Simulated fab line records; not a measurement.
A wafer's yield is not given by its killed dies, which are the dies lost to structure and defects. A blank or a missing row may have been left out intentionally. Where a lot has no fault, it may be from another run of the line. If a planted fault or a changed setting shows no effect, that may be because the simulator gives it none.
fab line records -- flow berkeley-cmos170
record: lots: 5, wafers: 23
route steps=331 shown M3@321
start-h: start of the lot's first displayed wafer, in hours after the record's first day -- wait-h: hours from the lot's prior step to this one -- " unchanged from the row above -- L1.1+2: a row that stands for several wafers -- - no value present, or no start provided -- * or withheld: withheld -- < > ~ a bound
route shown NAME@n: a module of which the file shows steps, and the number in the route of the first -- usual: mean/standard deviation taken from wafers without a fault -- same: alike in all rows -- chamber/n: place in a boat -- sites: each site's reading -- _std_site: standard deviation across them -- _edge_site: mean of outer sites minus mean of inner sites -- radius-mm: how far each site lies from the wafer's centre -- mask NAME#n: copy n -- behind: tool/chamber where the wafer was last shaped -- hold: reason for holding the lot/hours on hold/outcome of the hold -- device: transistor that didn't switch, given as n, p or np -- end of line: tests run on the same wafers once the route is complete -- a step given without rows: its recipe and nothing more -- killed: at the first sort, the dies lost to defects and structure; wafer yield is something else -- map: a wafer's dies, marking killed ones x, the rest . and places with no die _
set.NAME: the setting that was run; set.NAME@STEP: the one run at that earlier step -- model.NAME: the simulator's own value behind a step, which no gauge read
lots with deliberately changed settings; one table per step, one row per wafer
== steps ==
step: UCB170_M3_EXPOSE_12
recipe: mask-id: METAL3, target-cd-nm: 700, na: 0.5, sigma-outer: 0.6, source-shape: conventional, dose-mj: 26
lot.wafer,tool,chamber,start-h,wait-h,mask,set.dose-mj
L078.1+4,krf-scanner-01,0,175.64,-,METAL3#0,26
L078.2+3+5,krf-scanner-01,0,175.64,-,METAL3#0,24.51
L082.1+3+4+5+6,krf-scanner-01,0,184.49,-,METAL3#0,26
L083.1+2+4,krf-scanner-01,0,208.32,-,METAL3#0,27.86
L083.3+5,krf-scanner-01,0,208.32,-,METAL3#0,26
L084.2+5+6,krf-scanner-02,0,208.64,-,METAL3#0,26
L085.2+3+5,krf-scanner-02,0,209.32,-,METAL3#0,26
L085.4+6,krf-scanner-02,0,209.32,-,METAL3#0,27.75
step: UCB170_M3_PEB_13
recipe: peb-temp-c: 130, peb-time-s: withheld, resist: KrF
step: UCB170_M3_DEVELOP_14
recipe: developer: TMAH, develop-time-s: 45, resist: KrF, dev-temp-c: 21
step: UCB170_M3_CD_MEAS_15
recipe: target-cd-nm: 700
usual: cd-nm: 700.5/1.6
lot.wafer,tool,chamber,start-h,wait-h,set.dose-mj@M3_EXPOSE_12,cd-nm
L078.1,cd-sem-02,-,176.36,-,26,701.7
L078.2,cd-sem-02,-,176.36,-,24.51,711.2
L078.3,cd-sem-02,-,176.36,-,24.51,710.9
L078.4,cd-sem-02,-,176.36,-,26,700.0
L078.5,cd-sem-02,-,176.36,-,24.51,712.2
L082.1,cd-sem-02,-,184.90,-,26,702.0
L082.3,cd-sem-02,-,184.90,-,26,701.8
L082.4,cd-sem-02,-,184.90,-,26,701.2
L082.5,cd-sem-02,-,184.90,-,26,702.6
L082.6,cd-sem-02,-,184.90,-,26,702.6
L083.1,cd-sem-02,-,209.20,-,27.86,688.7
L083.2,cd-sem-02,-,209.20,-,27.86,688.7
L083.3,cd-sem-02,-,209.20,-,26,700.8
L083.4,cd-sem-02,-,209.20,-,27.86,688.7
L083.5,cd-sem-02,-,209.20,-,26,702.4
L084.2,cd-sem-01,-,209.27,-,26,699.1
L084.5,cd-sem-01,-,209.27,-,26,699.5
L084.6,cd-sem-01,-,209.27,-,26,698.4
L085.2,cd-sem-02,-,209.90,-,26,702.5
L085.3,cd-sem-02,-,209.90,-,26,701.3
L085.4,cd-sem-02,-,209.90,-,27.75,691.3
L085.5,cd-sem-02,-,209.90,-,26,702.0
L085.6,cd-sem-02,-,209.90,-,27.75,690.5
step: UCB170_M3_ETCH_17
recipe: chemistry: N2/H2, target-depth-a: withheld, overetch-a: withheld, target: BARC, time-s: withheld, source-w: 500, bias-w: 100, pressure-mtorr: 30, n2-flow-sccm: 100, h2-flow-sccm: 200
lot.wafer,tool,chamber,start-h,wait-h,set.dose-mj@M3_EXPOSE_12,model.M3.cd-nm
L078.1,rie-diel-04,2,176.52,0.0,26,702.5
L078.2,rie-diel-04,0,176.52,0.0,24.51,711.4
L078.3,rie-diel-04,1,176.52,0.0,24.51,711.2
L078.4,rie-diel-04,3,176.52,0.0,26,700.8
L078.5,rie-diel-04,2,176.52,0.0,24.51,712.9
L082.1,rie-diel-02,1,185.06,0.0,26,701.9
L082.3,rie-diel-02,2,185.06,0.0,26,702.2
L082.4,rie-diel-02,3,185.06,0.0,26,701.4
L082.5,rie-diel-02,3,185.06,0.0,26,702.7
L082.6,rie-diel-02,2,185.06,0.0,26,702.4
L083.1,rie-diel-02,3,209.35,0.0,27.86,688.7
L083.2,rie-diel-02,0,209.35,0.0,27.86,688.4
L083.3,rie-diel-02,2,209.35,0.0,26,701.7
L083.4,rie-diel-02,1,209.35,0.0,27.86,689.1
L083.5,rie-diel-02,0,209.35,0.0,26,702
L084.2,rie-diel-04,1,209.41,0.0,26,699.5
L084.5,rie-diel-04,1,209.41,0.0,26,700
L084.6,rie-diel-04,2,209.41,0.0,26,698.6
L085.2,rie-diel-03,1,210.04,0.0,26,702.6
L085.3,rie-diel-03,2,210.04,0.0,26,701.1
L085.4,rie-diel-03,2,210.04,0.0,27.75,691.2
L085.5,rie-diel-03,0,210.04,0.0,26,701.7
L085.6,rie-diel-03,1,210.04,0.0,27.75,690.9
step: UCB170_M3_METAL_ETCH_18
recipe: chemistry: Cl2/BCl3, target: Al, stop-on: SiO2, pressure-mtorr: 12, target-depth-a: 11700, over-etch-frac: 0.3, time-s: 195, icp-w: 600, bias-w: 120, Cl2_flow_sccm: 90, bcl3-flow-sccm: 45
lot.wafer,tool,chamber,start-h,wait-h,set.over-etch-frac,model.KrF_of_M3_COAT_10.thk-nm
L078.1,rie-metal-04,0,176.56,-,0.3,230.7
L078.2,rie-metal-04,1,176.56,-,0.3,-
L078.3,rie-metal-04,0,176.56,-,0.21,-
L078.4,rie-metal-04,1,176.56,-,0.21,290
L078.5,rie-metal-04,0,176.56,-,0.21,281.6
L082.1,rie-metal-03,0,185.10,-,0.3,222
L082.3,rie-metal-03,0,185.10,-,0.3,218.1
L082.4,rie-metal-03,0,185.10,-,0.3,221.4
L082.5,rie-metal-03,0,185.10,-,0.3,217.3
L082.6,rie-metal-03,0,185.10,-,0.3,226.4
L083.1,rie-metal-03,0,209.40,-,0.3,226.3
L083.2,rie-metal-03,1,209.40,-,0.3,213.3
L083.3,rie-metal-03,0,209.40,-,0.3,230
L083.4,rie-metal-03,1,209.40,-,0.3835,170.3
L083.5,rie-metal-03,0,209.40,-,0.3835,182.9
L084.2,rie-metal-01,1,209.45,-,0.3,230.7
L084.5,rie-metal-01,1,209.45,-,0.3,231.7
L084.6,rie-metal-01,0,209.45,-,0.3,242.3
L085.2,rie-metal-04,0,210.08,-,0.2533,264.4
L085.3+5,rie-metal-04,1,210.08,-,0.3,-
L085.4,rie-metal-04,0,210.08,-,0.2533,264.5
L085.6,rie-metal-04,0,210.08,-,0.2533,-
step: UCB170_M3_STRIP_19
recipe: chemistry: O2, power-w: 400, pressure-mtorr: 3500, platen-temp-c: withheld, o2-flow-sccm: 400, overash-fraction: 0.5
usual: oes-product-au: 0.560/0.012
lot.wafer,tool,chamber,start-h,wait-h,set.over-etch-frac@M3_METAL_ETCH_18,oes-product-au
L078.1,plasma-asher-02,0,176.75,0.1,0.3,0.567
L078.2,plasma-asher-02,1,176.75,0.1,0.3,0.577
L078.3,plasma-asher-02,0,176.75,0.1,0.21,0.611
L078.4,plasma-asher-02,1,176.75,0.1,0.21,0.623
L078.5,plasma-asher-02,1,176.75,0.1,0.21,0.611
L082.1,plasma-asher-04,1,185.47,0.3,0.3,0.551
L082.3,plasma-asher-04,0,185.47,0.3,0.3,0.549
L082.4,plasma-asher-04,1,185.47,0.3,0.3,0.546
L082.5,plasma-asher-04,1,185.47,0.3,0.3,0.550
L082.6,plasma-asher-04,0,185.47,0.3,0.3,0.566
L083.1,plasma-asher-02,0,209.58,0.1,0.3,0.556
L083.2,plasma-asher-02,1,209.58,0.1,0.3,0.548
L083.3,plasma-asher-02,0,209.58,0.1,0.3,0.565
L083.4,plasma-asher-02,1,209.58,0.1,0.3835,0.499
L083.5,plasma-asher-02,1,209.58,0.1,0.3835,0.519
L084.2,plasma-asher-04,1,209.64,0.1,0.3,0.568
L084.5,plasma-asher-04,1,209.64,0.1,0.3,0.564
L084.6,plasma-asher-04,0,209.64,0.1,0.3,0.581
L085.2,plasma-asher-02,1,210.27,0.1,0.2533,0.602
L085.3,plasma-asher-02,0,210.27,0.1,0.3,0.566
L085.4,plasma-asher-02,1,210.27,0.1,0.2533,0.587
L085.5,plasma-asher-02,1,210.27,0.1,0.3,0.577
L085.6,plasma-asher-02,0,210.27,0.1,0.2533,0.610
step: UCB170_M3_CD_MEAS_90
recipe: target-cd-nm: 700
usual: cd-nm: 700.6/2.3
lot.wafer,tool,chamber,start-h,wait-h,set.dose-mj@M3_EXPOSE_12,cd-nm
L078.1,cd-sem-02,-,176.85,0.1,26,704.7
L078.2,cd-sem-02,-,176.85,0.1,24.51,710.3
L078.3,cd-sem-02,-,176.85,0.1,24.51,715.9
L078.4,cd-sem-02,-,176.85,0.1,26,705.3
L078.5,cd-sem-02,-,176.85,0.1,24.51,716.3
L082.1,cd-sem-02,-,185.57,0.1,26,701.1
L082.3,cd-sem-02,-,185.57,0.1,26,699.0
L082.4,cd-sem-02,-,185.57,0.1,26,700.3
L082.5,cd-sem-02,-,185.57,0.1,26,700.5
L082.6,cd-sem-02,-,185.57,0.1,26,700.5
L083.1,cd-sem-02,-,209.68,0.1,27.86,688.1
L083.2,cd-sem-02,-,209.68,0.1,27.86,688.3
L083.3,cd-sem-02,-,209.68,0.1,26,700.3
L083.4,cd-sem-02,-,209.68,0.1,27.86,686.2
L083.5,cd-sem-02,-,209.68,0.1,26,701.0
L084.2,cd-sem-01,-,209.76,0.1,26,697.5
L084.5,cd-sem-01,-,209.76,0.1,26,696.6
L084.6,cd-sem-01,-,209.76,0.1,26,698.3
L085.2,cd-sem-01,-,210.39,0.1,26,703.0
L085.3,cd-sem-01,-,210.39,0.1,26,701.6
L085.4,cd-sem-01,-,210.39,0.1,27.75,692.3
L085.5,cd-sem-01,-,210.39,0.1,26,701.2
L085.6,cd-sem-01,-,210.39,0.1,27.75,692.4
== key ==
split: step: UCB170_M3_EXPOSE_12, setting: dose-mj, stated: 26, by: wafer
response: step: UCB170_M3_CD_MEAS_15, reading: cd-nm, change: -1.75, per: 1%, r: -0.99
response: step: UCB170_M3_ETCH_17, reading: model.M3.cd-nm, change: -1.74, per: 1%, r: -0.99
response: step: UCB170_M3_CD_MEAS_90, reading: cd-nm, change: -1.63, per: 1%, r: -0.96
split: step: UCB170_M3_METAL_ETCH_18, setting: over-etch-frac, stated: 0.3, by: wafer
response: step: UCB170_M3_METAL_ETCH_18, reading: model.KrF_of_M3_COAT_10.thk-nm, change: -1.74, per: 1%, r: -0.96
response: step: UCB170_M3_STRIP_19, reading: oes-product-au, change: -0.00159, per: 1%, r: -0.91
